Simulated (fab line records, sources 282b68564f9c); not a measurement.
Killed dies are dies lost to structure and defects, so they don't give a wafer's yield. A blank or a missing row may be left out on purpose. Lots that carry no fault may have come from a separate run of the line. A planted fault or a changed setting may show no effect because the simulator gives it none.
8D (eight disciplines) problem report, filled in by code | flow rit-cmos | the parts of the form that need people (team, actions taken, sign-off) are left out

1. WHAT WENT WRONG
heater-power-total-W at RIT_NSD_SOFTBAKE_02 reads a mean of 35.18 W on 6 wafers of 2 lots; wafers without a fault read 34.56 W with a standard deviation of 0.055. That puts it +11 standard deviations away from the usual mean.
The step: time 60 s.
Seen first at day 4 10:38 on litho-track-01, wafer L185.2. Wafers with a number at this step in the record: 42, from 14 lots. The rule behind "out" and "out of limits": a value lying over 4 standard deviations away from the usual mean. The other wafers with a number count as sound.

2. WHAT IT IS; WHAT IT IS NOT
question                    | is                                 | is not
which readings at this step | heater-power-total-W, plate-temp-C | -
which lots                  | L185, L189                         | L180, L181, L182, L183, L188, L190, L192, L196, L197, L198, L200, L201
which wafers of those lots  | all that have a number             | -
read on which tools         | litho-track-01                     | litho-track-02, litho-track-04
when                        | from day 4 10:38                   | up to then (12 sound wafers); but 24 sound wafers of L188, L190, L192, L196, L197, L198, L200, L201 came after

3. SUSPECTS, AND WHAT RULES EACH OUT
Counting: a tool stays on the suspect list if, at a process step up to the reading, it processed all lots that are out and no sound lot following the first of them.
- litho-track-01 at RIT_NSD_SOFTBAKE_02 (time 60 s): kept. It ran every lot that is out, first L185 (day 4 10:38), and no sound lot after that; its last sound lot up to then is L183 (day 3 23:16). Out on those wafers are its own readings of heater-power-total-W, plate-temp-C.
The count leaves litho-track-01 at RIT_NSD_SOFTBAKE_02.

4. THE CAUSE (what the simulator had put in)
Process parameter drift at RIT_NSD_SOFTBAKE_02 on litho-track-01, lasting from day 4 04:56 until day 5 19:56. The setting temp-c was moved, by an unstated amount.
After counting, this tool was the only one left.

5. THE EFFECT CHAIN, in route order
Each row: a reading whose mean over the struck wafers that have a number lies more than 3 standard deviations from the usual. Readings are gone through only where the record gives a usual standard deviation; hours: the median, over the lots, of the time from a lot's start at the first step in this table giving one to that lot's start at this step; sigmas: the change measured in usual standard deviations.
hours | step                | reading              | usual   | on struck wafers | change | sigmas
0     | RIT_NSD_SOFTBAKE_02 | heater-power-total-W | 34.56 W | 35.18            | +0.62  | +11
0     | RIT_NSD_SOFTBAKE_02 | plate-temp-C         | 89.95 C | 91.13            | +1.18  | +9.8
Process steps it contains:
- RIT_NSD_SOFTBAKE_02: time 60 s.

6. WHAT WOULD HAVE CAUGHT IT SOONER
In this record the first reading out of limits was taken at day 4 10:38, 6 hours after the fault began at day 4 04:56.
